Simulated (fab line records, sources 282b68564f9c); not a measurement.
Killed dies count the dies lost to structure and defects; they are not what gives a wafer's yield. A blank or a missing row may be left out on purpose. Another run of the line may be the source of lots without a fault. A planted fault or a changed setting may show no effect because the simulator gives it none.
fab line records	flow rit_cmos
record: lots: 5	wafers: 15	last_day: 7
route steps=202 shown M1@184
lots with no fault: from the same line, run without faults
start_h: hours from the record's first day to the start of the lot's first wafer shown	wait_h: hours from the lot's prior step to this one	" as in the row above	L1.1+2: a row that stands for several wafers	- no value present, or no start provided	* or withheld: withheld	< > ~ a bound
route shown NAME@n: NAME is a module with steps in the file, n the number in the route of the first one	usual: mean/standard deviation taken from wafers without a fault	same: alike in all rows	chamber/n: place in a boat	sites: per-site readings	_std_site: standard deviation across them	_edge_site: outer sites' mean less inner sites'	radius_mm: for every site, how far away it sits from the centre of the wafer	mask NAME#n: copy n	behind: the tool/chamber that last shaped the wafer	hold: why the lot was held/for how many hours/how that ended	device: the transistor (n, p or np) that didn't switch	end of line: tests run on the same wafers once the route is complete	a step given without rows: its recipe and nothing more	killed: the dies lost at the first sort to structure and to defects; this is not the yield of the wafer	map: per-die view of a wafer (x killed, . not killed, _ where there is no die)
set.NAME: the setting the step ran with; set.NAME@STEP: the setting that earlier step ran with	model.NAME: the simulator's own value behind a step, which no gauge read
a table for each step, a row for each wafer; lots at some steps of the route
services: the hour from which a tool's chamber was out of use, counted from the record's first day as start_h (under 0 if before that day), plus the number of hours and why
== steps ==
step: RIT_M1_SPUTTER_00
recipe: material: Al	target_thk_nm: 400	power_w: 2000	chamber_pressure_pa: 0.4	gas: Ar	time_s: 500	substrate_temp_c: 25
usual: throttle_valve_pct: 30.2/0.97
lot.wafer	tool	chamber	start_h	wait_h	throttle_valve_pct
L899.1	pvd_sputter-02	-	72.96	0.0	31.4
L899.3	"	-	"	"	31.0
L899.4	"	-	"	"	29.1
L901.3	pvd_sputter-02	-	85.16	0.0	31.2
L901.4	"	-	"	"	29.4
L901.6	"	-	"	"	29.7
L911.3	pvd_sputter-02	-	144.05	0.0	29.3
L911.4	"	-	"	"	31.4
L911.5	"	-	"	"	30.7
L912.1	pvd_sputter-01	-	144.68	0.0	30.8
L912.3	"	-	"	"	31.3
L912.4	"	-	"	"	31.5
L915.2	pvd_sputter-03	-	158.85	0.0	28.6
L915.4	"	-	"	"	29.3
L915.6	"	-	"	"	31.0
step: RIT_M1_RS_MEAS_01
recipe: thk_meas_gauge: four-point-probe	reads: Al_of_M1_SPUTTER_00
usual: M1_AL_RS: 0.0736/0.0007
lot.wafer	tool	chamber	start_h	wait_h	M1_AL_RS[ohm/sq]
L899.1	film_metro-01	-	73.26	0.1	0.0742
L899.3	"	-	"	"	0.0747
L899.4	"	-	"	"	0.0749
L901.3	film_metro-02	-	85.49	0.2	0.0746
L901.4	"	-	"	"	0.0742
L901.6	"	-	"	"	0.0743
L911.3	film_metro-03	-	144.39	0.2	0.0737
L911.4	"	-	"	"	0.0732
L911.5	"	-	"	"	0.0736
L912.1	film_metro-02	-	144.98	0.1	0.0729
L912.3	"	-	"	"	0.0722
L912.4	"	-	"	"	0.0727
L915.2	film_metro-02	-	159.16	0.2	0.0733
L915.4	"	-	"	"	0.0741
L915.6	"	-	"	"	0.0743
step: RIT_M1_THK_MEAS_02
recipe: thk_meas_gauge: xrf	reads: Al_of_M1_SPUTTER_00
usual: M1_AL_THK: 397/3.9
lot.wafer	tool	chamber	start_h	wait_h	M1_AL_THK[nm]
L899.1	film_metro-01	-	73.38	0.1	394
L899.3	"	-	"	"	389
L899.4	"	-	"	"	389
L901.3	film_metro-02	-	85.59	0.1	395
L901.4	"	-	"	"	396
L901.6	"	-	"	"	393
L911.3	film_metro-03	-	144.49	0.1	396
L911.4	"	-	"	"	396
L911.5	"	-	"	"	399
L912.1	film_metro-02	-	145.10	0.1	403
L912.3	"	-	"	"	403
L912.4	"	-	"	"	405
L915.2	film_metro-02	-	159.27	0.1	400
L915.4	"	-	"	"	395
L915.6	"	-	"	"	395
step: RIT_M1_HMDS_03
recipe: prime_time_s: 60	prime_temp_c: 140
step: RIT_M1_COAT_04
recipe: resist: NOVOLAK	spin_rpm: 2000	resist_thk_nm: 1300
step: RIT_M1_SOFTBAKE_05
recipe: resist: NOVOLAK	temp_c: 90	time_s: 60
step: RIT_M1_EXPOSE_06
recipe: mask_id: M12	na: 0.6	source_shape: conventional	sigma_outer: 0.5	target_cd_nm: 2600	dose_mj: 250
step: RIT_M1_PEB_07
recipe: resist: NOVOLAK	temp_c: withheld	time_s: withheld
step: RIT_M1_DEVELOP_08
recipe: resist: NOVOLAK	develop_time_s: 68	dev_temp_c: 23
step: RIT_M1_CD_MEAS_09
recipe: target_cd_nm: 2600
usual: cd_nm: 2599.9/1.7
lot.wafer	tool	chamber	start_h	wait_h	cd_nm
L899.1	cd_sem-02	-	74.44	-	2599.3
L899.3	"	-	"	"	2599.0
L899.4	"	-	"	"	2599.6
L901.3	cd_sem-01	-	86.68	-	2601.7
L901.4	"	-	"	"	2600.1
L901.6	"	-	"	"	2602.4
L911.3	cd_sem-02	-	145.46	-	2600.1
L911.4	"	-	"	"	2597.8
L911.5	"	-	"	"	2597.4
L912.1	cd_sem-02	-	146.19	-	2600.3
L912.3	"	-	"	"	2598.2
L912.4	"	-	"	"	2599.5
L915.2	cd_sem-02	-	160.44	-	2599.7
L915.4	"	-	"	"	2599.5
L915.6	"	-	"	"	2600.9
step: RIT_M1_OVL_MEAS_10
usual: M1_OVL: 0.3/1.5
lot.wafer	tool	chamber	start_h	wait_h	M1_OVL[nm]
L899.1	overlay-01	-	74.56	0.1	1.7
L899.3	"	-	"	"	3.9
L899.4	"	-	"	"	2.4
L901.3	overlay-02	-	86.77	0.1	0.2
L901.4	"	-	"	"	0.9
L901.6	"	-	"	"	-1.5
L911.3	overlay-02	-	145.56	0.1	1.4
L911.4	"	-	"	"	-0.5
L911.5	"	-	"	"	0.7
L912.1	overlay-02	-	146.31	0.1	-0.6
L912.3	"	-	"	"	-0.1
L912.4	"	-	"	"	-0.2
L915.2	overlay-01	-	160.54	0.1	0.6
L915.4	"	-	"	"	2.0
L915.6	"	-	"	"	2.4
step: RIT_M1_HARDBAKE_11
recipe: resist: NOVOLAK	temp_c: 140	time_s: 120
step: RIT_M1_METAL_ETCH_12
recipe: stop_on: SiO2	chemistry: Cl2/BCl3	target: Al	time_s: 165	over_etch_frac: 0.5	pressure_mtorr: 100	target_depth_a: 6000	rf_w: 250	Cl2_flow_sccm: 60	bcl3_flow_sccm: 50
usual: drypump_motor_current_A: 5.8/0.55	oes_product_au: 0.771/0.012	throttle_valve_pct: 8.20/0.12
lot.wafer	tool	chamber	start_h	wait_h	drypump_motor_current_A	oes_product_au	rf_hours_counter_h	throttle_valve_pct
L899.1	rie_metal-03	0	74.88	0.2	5.6	0.777	1	8.31
L899.3	"	0	"	"	5.6	0.773	-	8.32
L899.4	"	1	"	"	5.2	0.758	-	8.21
L901.3	rie_metal-01	0	87.10	0.2	6.5	0.767	-	8.36
L901.4	"	1	"	"	5.2	0.766	-	8.04
L901.6	"	1	"	"	5.2	0.770	-	8.03
L911.3	rie_metal-03	1	146.05	0.2	5.3	0.755	-	8.19
L911.4	"	0	"	"	5.6	0.782	-	8.32
L911.5	"	0	"	"	5.6	0.786	-	8.32
L912.1	rie_metal-01	0	146.59	0.2	6.5	0.768	5	8.38
L912.3	"	1	"	"	5.2	0.785	-	8.02
L912.4	"	0	"	"	6.4	0.764	-	8.36
L915.2	rie_metal-01	1	160.88	0.2	5.2	0.776	-	8.04
L915.4	"	1	"	"	5.2	0.770	-	8.02
L915.6	"	1	"	"	5.2	0.778	-	8.03
step: RIT_M1_STRIP_13
recipe: chemistry: nmp	resist: NOVOLAK	temp_c: 80	time_s: 600	dry: n2_spin
step: RIT_M1_STRIP_14
recipe: chemistry: O2	time_s: 180	platen_temp_c: withheld	power_w: 500	pressure_mtorr: 4000	o2_flow_sccm: 4000
usual: drypump_motor_current_A: 5.5/0.56
lot.wafer	tool	chamber	start_h	wait_h	drypump_motor_current_A	rf_hours_counter_h
L899.1	plasma_asher-03	1	75.23	0.0	5.1	42
L899.3	"	1	"	"	5.0	-
L899.4	"	0	"	"	6.3	-
L901.3	plasma_asher-02	1	87.44	0.1	6.1	-
L901.4	"	0	"	"	5.3	-
L901.6	"	0	"	"	5.3	-
L911.3	plasma_asher-01	1	146.39	0.1	4.8	-
L911.4	"	0	"	"	5.2	-
L911.5	"	1	"	"	4.8	-
L912.1	plasma_asher-02	1	146.95	0.0	6.2	4
L912.3	"	1	"	"	6.2	-
L912.4	"	0	"	"	5.3	-
L915.2	plasma_asher-02	1	161.34	0.0	6.2	5
L915.4	"	1	"	"	6.2	-
L915.6	"	0	"	"	5.3	-
step: RIT_M1_CD_MEAS_90
recipe: target_cd_nm: 2600
usual: cd_nm: 2600.2/2.1
lot.wafer	tool	chamber	start_h	wait_h	cd_nm
L899.1	cd_sem-02	-	75.41	0.1	2599.6
L899.3	"	-	"	"	2599.6
L899.4	"	-	"	"	2599.6
L901.3	cd_sem-01	-	87.60	0.1	2601.7
L901.4	"	-	"	"	2602.0
L901.6	"	-	"	"	2604.1
L911.3	cd_sem-02	-	146.54	0.1	2600.3
L911.4	"	-	"	"	2598.0
L911.5	"	-	"	"	2598.7
L912.1	cd_sem-02	-	147.12	0.1	2600.9
L912.3	"	-	"	"	2599.6
L912.4	"	-	"	"	2600.0
L915.2	cd_sem-02	-	161.54	0.1	2601.4
L915.4	"	-	"	"	2597.8
L915.6	"	-	"	"	2600.4
step: RIT_M1_ANNEAL_15
recipe: temp_c: 450	time_s: 1800	ambient: forming_gas_H2N2
step: RIT_M1_BOW_MEAS_16
recipe: mode: bow
usual: M1_BOW: 17/6.8
lot.wafer	tool	chamber	start_h	wait_h	M1_BOW[um]
L899.1	film_metro-03	-	78.55	0.0	16
L899.3	"	-	"	"	20
L899.4	"	-	"	"	21
L901.3	film_metro-01	-	90.12	0.0	9
L901.4	"	-	"	"	9
L901.6	"	-	"	"	0
L911.3	film_metro-03	-	148.73	0.0	6
L911.4	"	-	"	"	28
L911.5	"	-	"	"	19
L912.1	film_metro-03	-	149.31	0.0	16
L912.3	"	-	"	"	13
L912.4	"	-	"	"	19
L915.2	film_metro-03	-	164.08	0.0	20
L915.4	"	-	"	"	21
L915.6	"	-	"	"	24
step: RIT_M1_PROBE_99
usual: defect_limited_yield: 97.5/1	killed_at_M0_to_M3: 0.0/0.12	killed_at_contacts: 0.1/0.24	killed_at_front_end: 6.6/2.7	killed_dies: 6.6/2.7	killed_on_rim: 1.7/1.3	killed_open: 3.3/1.8	killed_short: 3.4/1.9	sort_bin_3_pad_short: 0.1/0.19	sort_bin_5_function: 1.5/0.78	sort_bin_6_memory: 0.9/0.63	sort_n_pass: 257.4/2.7	sort_yield_pct: 97.5/1
same: gross_dies: 264	killed_at_M4_up: 0	killed_at_back_side: 0	killed_at_other: 0
lot.wafer	tool	chamber	start_h	wait_h	defect_limited_yield[%]	killed_at_M0_to_M3	killed_at_contacts	killed_at_front_end	killed_dies	killed_on_rim	killed_open	killed_short	sort_bin_3_pad_short[%]	sort_bin_5_function[%]	sort_bin_6_memory[%]	sort_n_pass	sort_yield_pct[%]	model.etest.tester.sort_n_pass	model.etest.tester.sort_yield_pct	model.etest.tester.sort_bin_5_pct	model.etest.tester.sort_bin_6_pct
L899.1	prober-01	-	78.67	0.1	97.7	0	0	6	6	1	4	2	0	0.8	1.5	258.0	97.7	258	97.73	0.7576	1.515
L899.3	prober-01	-	78.77	0.2	97.7	0	0	6	6	2	4	2	0.4	1.1	0.8	258.0	97.7	258	97.73	1.136	0.7576
L899.4	prober-01	-	78.82	0.2	98.1	0	0	5	5	1	2	3	0.4	0.8	0.8	259.0	98.1	259	98.11	0.7576	0.7576
L901.3	prober-01	-	90.30	0.2	97.3	0	0	7	7	2	2	5	0	0.4	2.3	257.0	97.3	257	97.35	0.3788	2.273
L901.4	prober-01	-	90.35	0.2	98.1	0	0	5	5	2	3	2	0	1.1	0.8	259.0	98.1	259	98.11	1.136	0.7576
L901.6	prober-01	-	90.45	0.2	96.2	0	0	10	10	3	2	8	0	2.3	1.5	254.0	96.2	254	96.21	2.273	1.515
L911.3	prober-01	-	148.91	0.2	89.4	21	1	6	28	9	4	3	2.7	5.7	2.3	236.0	89.4	236	89.39	5.682	2.273
L911.4	prober-01	-	148.96	0.2	98.9	0	0	3	3	0	2	1	0	0.8	0.4	261.0	98.9	261	98.86	0.7576	0.3788
L911.5	prober-01	-	149.01	0.2	98.5	0	0	4	4	1	4	0	0	0.8	0.8	260.0	98.5	260	98.48	0.7576	0.7576
L912.1	prober-02	-	149.43	0.1	98.9	0	0	3	3	2	3	0	0	0.4	0.8	261.0	98.9	261	98.86	0.3788	0.7576
L912.3	prober-02	-	149.53	0.2	97.0	0	1	7	8	0	4	4	0	1.1	1.9	256.0	97.0	256	96.97	1.136	1.894
L912.4	prober-02	-	149.58	0.2	97.3	0	0	7	7	2	3	4	0	1.5	1.1	257.0	97.3	257	97.35	1.515	1.136
L915.2	prober-01	-	164.23	0.1	96.6	0	0	9	9	1	5	4	0.4	1.1	1.9	255.0	96.6	255	96.59	1.136	1.894
L915.4	prober-01	-	164.33	0.2	96.6	0	0	9	9	5	5	4	0	2.3	1.1	255.0	96.6	255	96.59	2.273	1.136
L915.6	prober-01	-	164.43	0.2	96.2	0	0	10	10	3	5	5	0	2.3	1.5	254.0	96.2	254	96.21	2.273	1.515
killed by level:class
L899.1 FOX1:geometric_particle:short=1 FOX2:geometric_particle:open=1 GATE:geometric_particle:short=1 GATE:geometric_particle:open=1 SPACER:geometric_particle:open=1 SILICIDE:geometric_particle:open=1
L899.3 GATE:geometric_particle:open=4 GATE:geometric_particle:short=2
L899.4 GATE:geometric_particle:short=3 GATE:geometric_particle:open=2
L901.3 GATE:geometric_particle:short=4 REOX:geometric_particle:short=1 FOX2:geometric_particle:open=1 SILICIDE:geometric_particle:open=1
L901.4 FOX1:geometric_particle:open=1 FOX1:geometric_particle:short=1 FOX2:geometric_particle:open=1 GATE:geometric_particle:open=1 SILICIDE:geometric_particle:short=1
L901.6 FOX1:geometric_particle:short=3 GATE:geometric_particle:short=2 REOX:geometric_particle:short=2 FOX2:geometric_particle:open=1 SPACER:geometric_particle:short=1 SPACER:geometric_particle:open=1
L911.3 M1:unspecified=21 FOX2:geometric_particle:open=2 FOX1:geometric_particle:open=1 GATE:geometric_particle:open=1 GATE:geometric_particle:short=1 SILICIDE:geometric_particle:short=1 CONTACT:geometric_particle:short=1
L911.4 GATE:geometric_particle:open=2 GATE:geometric_particle:short=1
L911.5 REOX:geometric_particle:open=2 FOX2:geometric_particle:open=1 GATE:geometric_particle:open=1
L912.1 GATE:geometric_particle:open=2 FOX1:geometric_particle:open=1
L912.3 GATE:geometric_particle:short=2 SPACER:geometric_particle:open=2 CONTACT:geometric_particle:short=1 GATE:geometric_particle:open=1 SILICIDE:geometric_particle:short=1 SILICIDE:geometric_particle:open=1
L912.4 GATE:geometric_particle:open=2 GATE:geometric_particle:short=2 SPACER:geometric_particle:short=2 REOX:geometric_particle:open=1
L915.2 REOX:geometric_particle:short=3 FOX1:geometric_particle:open=2 GATE:geometric_particle:open=1 GATE:geometric_particle:short=1 REOX:geometric_particle:open=1 SPACER:geometric_particle:open=1
L915.4 GATE:geometric_particle:open=3 REOX:geometric_particle:short=2 REOX:geometric_particle:open=2 FOX2:geometric_particle:short=1 GATE:geometric_particle:short=1
L915.6 SPACER:geometric_particle:open=3 SPACER:geometric_particle:short=2 ACTIVE:geometric_particle:short=1 FOX1:geometric_particle:short=1 GATE:geometric_particle:short=1 GATE:geometric_particle:open=1 REOX:geometric_particle:open=1
map L911.3 (x killed, . not)
________......._______
_____.............____
____...............___
___..............xxx__
__.....x.........xxxx_
__........x.....xxxxx_
_................xxxxx
_.................xxxx
_................x.x..
_.....................
__..................._
__.......x..........._
___.................__
____...............___
_____....x........____
________x......_______
map L899.1 (x killed, . not)
________......._______
_____...x.........____
____.......x.......___
___.................__
__..................._
__..................._
_.....................
_.........x...........
_.....................
_.....................
__.................x._
__..................._
___........x........__
____...x...........___
_____.............____
________......._______
== services ==
tool	chamber	start_h	hours	kind
pvd_sputter-01	-	57.82	8.3	repair
plasma_asher-01	-	73.99	2.6	repair
pvd_sputter-01	-	96.90	34.4	repair
pvd_sputter-03	-	100.29	3.2	repair
plasma_asher-02	-	108.75	9.0	pm
plasma_asher-02	0	108.75	9.0	vent_cycle
plasma_asher-02	1	108.75	9.0	vent_cycle
plasma_asher-03	-	111.94	2.0	repair
pvd_sputter-03	-	116.03	5.1	repair
plasma_asher-02	0	117.75	-	clean
plasma_asher-02	1	117.75	-	clean
plasma_asher-01	-	137.35	4.3	pm
plasma_asher-03	-	139.40	2.8	pm
pvd_sputter-02	-	145.73	5.8	repair
== key ==
first_sign: step: RIT_M1_PROBE_99	reading: killed_at_M0_to_M3	direction: up	sigmas: 21	usual: 0.0	struck: 21
effect: step: RIT_M1_PROBE_99	reading: defect_limited_yield	direction: down	sigmas: 8	usual: 97.5	struck: 89.4
model_effect: step: RIT_M1_PROBE_99	value: etest.tester.sort_n_pass	without: 257	struck: 236
met_at RIT_M1_METAL_ETCH_12
struck_wafers L911.3
onset_between 74.88 146.05
fault: kind: chamber_particle_source	tool: rie_metal-03	chamber: 1	onset_h: 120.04	steps: RIT_M1_METAL_ETCH_12	rate_per_visit_cm2: 1.3143	end_h: 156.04
